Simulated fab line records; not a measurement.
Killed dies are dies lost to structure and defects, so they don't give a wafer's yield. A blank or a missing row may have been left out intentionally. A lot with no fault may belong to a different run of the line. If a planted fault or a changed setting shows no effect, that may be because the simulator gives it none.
Which tool was responsible? || flow berkeley-cmos170 || 42 wafers from 14 lots sampled at 6 of the route's 331 steps

== WHAT THE GAUGES READ, wafer by wafer ==
UCB170_NVT_OVL_MEAS_06.
{"lot": "L367", "measured": "day 6 11:11", "on": "overlay-01", "NVT_OVL (nm)": "2 2 2"}
{"lot": "L369", "measured": "day 7 01:37", "on": "overlay-01", "NVT_OVL (nm)": "1 0 -3"}
{"lot": "L371", "measured": "day 7 01:37", "on": "overlay-02", "NVT_OVL (nm)": "-6 1 -2"}
{"lot": "L370", "measured": "day 7 02:10", "on": "overlay-01", "NVT_OVL (nm)": "1 1 3"}
{"lot": "L375", "measured": "day 8 00:41", "on": "overlay-01", "NVT_OVL (nm)": "1 5 4"}
{"lot": "L373", "measured": "day 8 01:01", "on": "overlay-02", "NVT_OVL (nm)": "-3 1 -4"}
{"lot": "L374", "measured": "day 8 01:03", "on": "overlay-01", "NVT_OVL (nm)": "3 -2 1"}
{"lot": "L378", "measured": "day 8 01:24", "on": "overlay-01", "NVT_OVL (nm)": "-3 -7 -2"}
{"lot": "L377", "measured": "day 8 01:40", "on": "overlay-02", "NVT_OVL (nm)": "0 2 3"}
{"lot": "L379", "measured": "day 8 13:22", "on": "overlay-01", "NVT_OVL (nm)": "-12 -10 -7"}
{"lot": "L380", "measured": "day 9 02:13", "on": "overlay-02", "NVT_OVL (nm)": "8 -1 3"}
{"lot": "L381", "measured": "day 9 08:31", "on": "overlay-02", "NVT_OVL (nm)": "5 -1 5"}
{"lot": "L384", "measured": "day 9 18:07", "on": "overlay-01", "NVT_OVL (nm)": "4 1 2"}
{"lot": "L386", "measured": "day 10 02:37", "on": "overlay-02", "NVT_OVL (nm)": "-11 -5 -6"}

UCB170_NVT_TW_MEAS_09.
{"lot": "L367", "measured": "day 6 11:28", "on": "film-metro-02", "NVT_TW": "526 527 527"}
{"lot": "L369", "measured": "day 7 01:55", "on": "film-metro-01", "NVT_TW": "518 516 521"}
{"lot": "L371", "measured": "day 7 01:55", "on": "film-metro-02", "NVT_TW": "526 530 528"}
{"lot": "L370", "measured": "day 7 02:28", "on": "film-metro-02", "NVT_TW": "528 528 530"}
{"lot": "L375", "measured": "day 8 00:58", "on": "film-metro-02", "NVT_TW": "530 527 530"}
{"lot": "L373", "measured": "day 8 01:18", "on": "film-metro-02", "NVT_TW": "527 527 528"}
{"lot": "L374", "measured": "day 8 01:20", "on": "film-metro-04", "NVT_TW": "513 514 517"}
{"lot": "L378", "measured": "day 8 01:41", "on": "film-metro-04", "NVT_TW": "516 516 514"}
{"lot": "L377", "measured": "day 8 01:58", "on": "film-metro-01", "NVT_TW": "520 521 517"}
{"lot": "L379", "measured": "day 8 13:40", "on": "film-metro-01", "NVT_TW": "524 520 520"}
{"lot": "L380", "measured": "day 9 02:31", "on": "film-metro-02", "NVT_TW": "524 527 523"}
{"lot": "L381", "measured": "day 9 08:47", "on": "film-metro-04", "NVT_TW": "514 518 515"}
{"lot": "L384", "measured": "day 9 18:25", "on": "film-metro-04", "NVT_TW": "514 515 516"}
{"lot": "L386", "measured": "day 10 02:53", "on": "film-metro-04", "NVT_TW": "514 514 512"}

UCB170_PLDD_TW_MEAS_11.
{"lot": "L367", "measured": "day 7 07:55", "on": "film-metro-03", "PLDD_TW": "1013 1017 1021"}
{"lot": "L369", "measured": "day 7 23:15", "on": "film-metro-03", "PLDD_TW": "1017 1011 1020"}
{"lot": "L371", "measured": "day 7 22:09", "on": "film-metro-03", "PLDD_TW": "1017 1014 1017"}
{"lot": "L370", "measured": "day 7 22:53", "on": "film-metro-03", "PLDD_TW": "1012 1018 1020"}
{"lot": "L375", "measured": "day 9 00:27", "on": "film-metro-03", "PLDD_TW": "1020 1016 1019"}
{"lot": "L373", "measured": "day 9 00:47", "on": "film-metro-01", "PLDD_TW": "1007 1005 1007"}
{"lot": "L374", "measured": "day 9 00:34", "on": "film-metro-01", "PLDD_TW": "1008 1006 1002"}
{"lot": "L378", "measured": "day 9 00:59", "on": "film-metro-04", "PLDD_TW": "997 994 996"}
{"lot": "L377", "measured": "day 9 01:13", "on": "film-metro-03", "PLDD_TW": "1013 1012 1019"}
{"lot": "L379", "measured": "day 9 06:22", "on": "film-metro-03", "PLDD_TW": "1010 1011 1012"}
{"lot": "L380", "measured": "day 9 22:41", "on": "film-metro-03", "PLDD_TW": "1016 1019 1019"}
{"lot": "L381", "measured": "day 10 06:07", "on": "film-metro-01", "PLDD_TW": "974 983 982"}
{"lot": "L384", "measured": "day 10 13:07", "on": "film-metro-04", "PLDD_TW": "963 963 964"}
{"lot": "L386", "measured": "day 10 21:46", "on": "film-metro-03", "PLDD_TW": "1010 1009 1003"}

UCB170_SDANNEAL_RS_MEAS_04: measurement is done with a four-point probe.
{"lot": "L367", "measured": "day 8 00:28", "on": "film-metro-04", "PLDD_RS (ohm/sq)": "1032.9 1032.5 1033.1"}
{"lot": "L369", "measured": "day 8 11:52", "on": "film-metro-04", "PLDD_RS (ohm/sq)": "1031.0 1027.7 1029.2"}
{"lot": "L371", "measured": "day 8 11:29", "on": "film-metro-03", "PLDD_RS (ohm/sq)": "1035.0 1032.8 1032.7"}
{"lot": "L370", "measured": "day 8 11:58", "on": "film-metro-03", "PLDD_RS (ohm/sq)": "1030.1 1033.8 1028.4"}
{"lot": "L375", "measured": "day 9 13:26", "on": "film-metro-04", "PLDD_RS (ohm/sq)": "1032.3 1029.6 1035.9"}
{"lot": "L373", "measured": "day 9 14:31", "on": "film-metro-01", "PLDD_RS (ohm/sq)": "1030.4 1030.1 1031.6"}
{"lot": "L374", "measured": "day 9 13:58", "on": "film-metro-03", "PLDD_RS (ohm/sq)": "1035.8 1034.1 1035.8"}
{"lot": "L378", "measured": "day 9 14:29", "on": "film-metro-03", "PLDD_RS (ohm/sq)": "1028.1 1028.5 1028.8"}
{"lot": "L377", "measured": "day 9 14:08", "on": "film-metro-04", "PLDD_RS (ohm/sq)": "1033.3 1031.6 1032.6"}
{"lot": "L379", "measured": "day 9 19:28", "on": "film-metro-04", "PLDD_RS (ohm/sq)": "1032.9 1032.6 1033.1"}
{"lot": "L380", "measured": "day 10 15:22", "on": "film-metro-04", "PLDD_RS (ohm/sq)": "1029.9 1031.1 1028.7"}
{"lot": "L381", "measured": "day 10 20:19", "on": "film-metro-01", "PLDD_RS (ohm/sq)": "1110.2 1111.7 1110.0"}
{"lot": "L384", "measured": "day 11 02:20", "on": "film-metro-03", "PLDD_RS (ohm/sq)": "1108.3 1108.7 1111.1"}
{"lot": "L386", "measured": "day 11 13:52", "on": "film-metro-03", "PLDD_RS (ohm/sq)": "1030.9 1038.7 1033.7"}

== WHAT TOOL EACH LOT RAN ON (gives the tool, then ch and the chambers of the sampled wafers, and finally the start) ==
{"lot": "L367", "UCB170_PVT_STRIP_08": "plasma-asher-03 ch 0,1, day 6 14:06", "UCB170_PLDD_IMPLANT_09": "implanter-02 ch 0, day 7 07:40"}
{"lot": "L369", "UCB170_PVT_STRIP_08": "plasma-asher-02 ch 0,1, day 7 03:26", "UCB170_PLDD_IMPLANT_09": "implanter-02 ch 0, day 7 23:00"}
{"lot": "L371", "UCB170_PVT_STRIP_08": "plasma-asher-04 ch 0,1, day 7 03:10", "UCB170_PLDD_IMPLANT_09": "implanter-04 ch 0, day 7 21:54"}
{"lot": "L370", "UCB170_PVT_STRIP_08": "plasma-asher-04 ch 0,1, day 7 04:16", "UCB170_PLDD_IMPLANT_09": "implanter-02 ch 0, day 7 22:38"}
{"lot": "L375", "UCB170_PVT_STRIP_08": "plasma-asher-04 ch 0,1, day 8 03:46", "UCB170_PLDD_IMPLANT_09": "implanter-04 ch 0, day 9 00:13"}
{"lot": "L373", "UCB170_PVT_STRIP_08": "plasma-asher-02 ch 0,1, day 8 04:02", "UCB170_PLDD_IMPLANT_09": "implanter-04 ch 0, day 9 00:33"}
{"lot": "L374", "UCB170_PVT_STRIP_08": "plasma-asher-04 ch 0,1, day 8 04:19", "UCB170_PLDD_IMPLANT_09": "implanter-03 ch 0, day 9 00:20"}
{"lot": "L378", "UCB170_PVT_STRIP_08": "plasma-asher-02 ch 0,1, day 8 04:52", "UCB170_PLDD_IMPLANT_09": "implanter-02 ch 0, day 9 00:44"}
{"lot": "L377", "UCB170_PVT_STRIP_08": "plasma-asher-03 ch 0,1, day 8 04:56", "UCB170_PLDD_IMPLANT_09": "implanter-03 ch 0, day 9 00:58"}
{"lot": "L379", "UCB170_PVT_STRIP_08": "plasma-asher-04 ch 0, day 8 15:15", "UCB170_PLDD_IMPLANT_09": "implanter-04 ch 0, day 9 06:07"}
{"lot": "L380", "UCB170_PVT_STRIP_08": "plasma-asher-02 ch 0,1, day 9 04:36", "UCB170_PLDD_IMPLANT_09": "implanter-04 ch 0, day 9 22:27"}
{"lot": "L381", "UCB170_PVT_STRIP_08": "plasma-asher-04 ch 0,1, day 9 11:11", "UCB170_PLDD_IMPLANT_09": "implanter-04 ch 0, day 10 05:52"}
{"lot": "L384", "UCB170_PVT_STRIP_08": "plasma-asher-02 ch 0,1, day 9 19:56", "UCB170_PLDD_IMPLANT_09": "implanter-04 ch 0, day 10 12:53"}
{"lot": "L386", "UCB170_PVT_STRIP_08": "plasma-asher-02 ch 0,1, day 10 04:46", "UCB170_PLDD_IMPLANT_09": "implanter-02 ch 0, day 10 21:31"}
- UCB170_PVT_STRIP_08: strips in O2.
- UCB170_PLDD_IMPLANT_09

== WHAT THE TOOLS THEMSELVES READ (means of the sampled wafers that have a number; where no wafer has one, the mark that the record gives instead) ==
UCB170_PVT_STRIP_08.
{"lot": "L367", "tool": "plasma-asher-03", "chamber-pressure-mTorr (mTorr)": 3499, "drypump-motor-current-A (A)": 5.3, "oes-product-au (a.u.)": 0.732, "strip-time-to-endpoint-s (s)": 21.85}
{"lot": "L369", "tool": "plasma-asher-02", "chamber-pressure-mTorr (mTorr)": 3499, "drypump-motor-current-A (A)": 5.0, "oes-product-au (a.u.)": 0.739, "strip-time-to-endpoint-s (s)": 21.96}
{"lot": "L371", "tool": "plasma-asher-04", "chamber-pressure-mTorr (mTorr)": 3500, "drypump-motor-current-A (A)": 5.8, "oes-product-au (a.u.)": 0.731, "strip-time-to-endpoint-s (s)": 21.73}
{"lot": "L370", "tool": "plasma-asher-04", "chamber-pressure-mTorr (mTorr)": 3500, "drypump-motor-current-A (A)": 5.9, "oes-product-au (a.u.)": 0.736, "strip-time-to-endpoint-s (s)": 21.69}
{"lot": "L375", "tool": "plasma-asher-04", "chamber-pressure-mTorr (mTorr)": 3503, "drypump-motor-current-A (A)": 5.9, "oes-product-au (a.u.)": 0.737, "strip-time-to-endpoint-s (s)": 21.86}
{"lot": "L373", "tool": "plasma-asher-02", "chamber-pressure-mTorr (mTorr)": 3500, "drypump-motor-current-A (A)": 5.3, "oes-product-au (a.u.)": 0.734, "strip-time-to-endpoint-s (s)": 21.78}
{"lot": "L374", "tool": "plasma-asher-04", "chamber-pressure-mTorr (mTorr)": 3501, "drypump-motor-current-A (A)": 5.9, "oes-product-au (a.u.)": 0.729, "strip-time-to-endpoint-s (s)": 21.92}
{"lot": "L378", "tool": "plasma-asher-02", "chamber-pressure-mTorr (mTorr)": 3503, "drypump-motor-current-A (A)": 5.0, "oes-product-au (a.u.)": 0.732, "strip-time-to-endpoint-s (s)": 21.83}
{"lot": "L377", "tool": "plasma-asher-03", "chamber-pressure-mTorr (mTorr)": 3500, "drypump-motor-current-A (A)": 5.6, "oes-product-au (a.u.)": 0.736, "strip-time-to-endpoint-s (s)": 21.86}
{"lot": "L379", "tool": "plasma-asher-04", "chamber-pressure-mTorr (mTorr)": 3500, "drypump-motor-current-A (A)": 5.7, "oes-product-au (a.u.)": 0.730, "strip-time-to-endpoint-s (s)": 21.77}
{"lot": "L380", "tool": "plasma-asher-02", "chamber-pressure-mTorr (mTorr)": 3502, "drypump-motor-current-A (A)": 5.3, "oes-product-au (a.u.)": 0.733, "strip-time-to-endpoint-s (s)": 21.77}
{"lot": "L381", "tool": "plasma-asher-04", "chamber-pressure-mTorr (mTorr)": 3499, "drypump-motor-current-A (A)": 5.9, "oes-product-au (a.u.)": 0.735, "strip-time-to-endpoint-s (s)": 21.92}
{"lot": "L384", "tool": "plasma-asher-02", "chamber-pressure-mTorr (mTorr)": 3499, "drypump-motor-current-A (A)": 5.0, "oes-product-au (a.u.)": 0.730, "strip-time-to-endpoint-s (s)": 21.77}
{"lot": "L386", "tool": "plasma-asher-02", "chamber-pressure-mTorr (mTorr)": 3500, "drypump-motor-current-A (A)": 5.0, "oes-product-au (a.u.)": 0.739, "strip-time-to-endpoint-s (s)": 21.80}

UCB170_PLDD_IMPLANT_09.
{"lot": "L367", "tool": "implanter-02", "dose-ions-cm2": 5e+13, "end-station-pressure-torr (Torr)": 5.05e-06, "faraday-current-uA": 157}
{"lot": "L369", "tool": "implanter-02", "dose-ions-cm2": 5e+13, "end-station-pressure-torr (Torr)": 5.12e-06, "faraday-current-uA": 156}
{"lot": "L371", "tool": "implanter-04", "dose-ions-cm2": 5e+13, "end-station-pressure-torr (Torr)": 5.32e-06, "faraday-current-uA": 160}
{"lot": "L370", "tool": "implanter-02", "dose-ions-cm2": 5e+13, "end-station-pressure-torr (Torr)": 5.02e-06, "faraday-current-uA": 157}
{"lot": "L375", "tool": "implanter-04", "dose-ions-cm2": 5e+13, "end-station-pressure-torr (Torr)": 4.97e-06, "faraday-current-uA": 158}
{"lot": "L373", "tool": "implanter-04", "dose-ions-cm2": 5e+13, "end-station-pressure-torr (Torr)": 4.93e-06, "faraday-current-uA": 161}
{"lot": "L374", "tool": "implanter-03", "dose-ions-cm2": 5e+13, "end-station-pressure-torr (Torr)": 5.28e-06, "faraday-current-uA": 160}
{"lot": "L378", "tool": "implanter-02", "dose-ions-cm2": 5e+13, "end-station-pressure-torr (Torr)": 4.86e-06, "faraday-current-uA": 157}
{"lot": "L377", "tool": "implanter-03", "dose-ions-cm2": 5e+13, "end-station-pressure-torr (Torr)": 5.15e-06, "faraday-current-uA": 161}
{"lot": "L379", "tool": "implanter-04", "dose-ions-cm2": 5e+13, "end-station-pressure-torr (Torr)": 5.17e-06, "faraday-current-uA": 159}
{"lot": "L380", "tool": "implanter-04", "dose-ions-cm2": 5e+13, "end-station-pressure-torr (Torr)": 4.85e-06, "faraday-current-uA": 159}
{"lot": "L381", "tool": "implanter-04", "dose-ions-cm2": 4e+13, "end-station-pressure-torr (Torr)": 4.89e-06, "faraday-current-uA": 132}
{"lot": "L384", "tool": "implanter-04", "dose-ions-cm2": 4e+13, "end-station-pressure-torr (Torr)": 5.23e-06, "faraday-current-uA": 131}
{"lot": "L386", "tool": "implanter-02", "dose-ions-cm2": 5e+13, "end-station-pressure-torr (Torr)": 4.95e-06, "faraday-current-uA": 159}

== THE ANSWER, worked out from the rows above alone ==
Rule: usual is defined by the lots themselves. Put in order of their means at a reading, lots are off if they are a third of the lots or fewer, leave a main group of 4 or more, and stand apart from it by a gap of 3 or more times the standard deviation of the main group's means; of several such gaps the widest counts. The tables above print the reading to a certain number of digits; a main group whose means all agree to those digits is not used. Also off: a lot with no number at a reading for which 4 or more lots have one. The other lots that the step has rows for count as sound. Order of review: gauges by route order, followed by the tools' own readings, for which a lot's mean as printed above is used. The first step at which some lot is off is used, and at that step the reading that is off furthest; a lot without a number counts as furthest.
Off: L381, L384, seen at UCB170_SDANNEAL_RS_MEAS_04 (PLDD_RS). The main group: mean 1031.9 ohm/sq, standard deviation 2.
A tool fits if, at a process step before that reading, it ran every lot that is off, and no sound lot after the first of them. The gauges at UCB170_SDANNEAL_RS_MEAS_04 aren't tried: what is off there is off at UCB170_PLDD_IMPLANT_09 too, on other tools, and a gauge's error can't cause that. One fits: UCB170_PLDD_IMPLANT_09 on implanter-04. A fault onset in the window from L380 (day 9 22:27, its last sound lot) to L381 (day 10 05:52, its first lot off) fits.
The tool's own readings at UCB170_PLDD_IMPLANT_09 bear it out: on the lots that are off they differ by more than 5 times the standard deviation of the sound lots' means. dose-ions-cm2 reads 4e+13 there against 5e+13 on the sound lots; faraday-current-uA reads 132 there against 159 on the sound lots.

== WHAT THE SIMULATOR HAD INSERTED ==
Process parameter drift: implanter-04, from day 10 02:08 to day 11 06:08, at UCB170_PLDD_IMPLANT_09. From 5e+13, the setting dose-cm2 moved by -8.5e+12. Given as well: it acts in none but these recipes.
Struck lots among those shown: L381, L384. The same result came from the rule above.
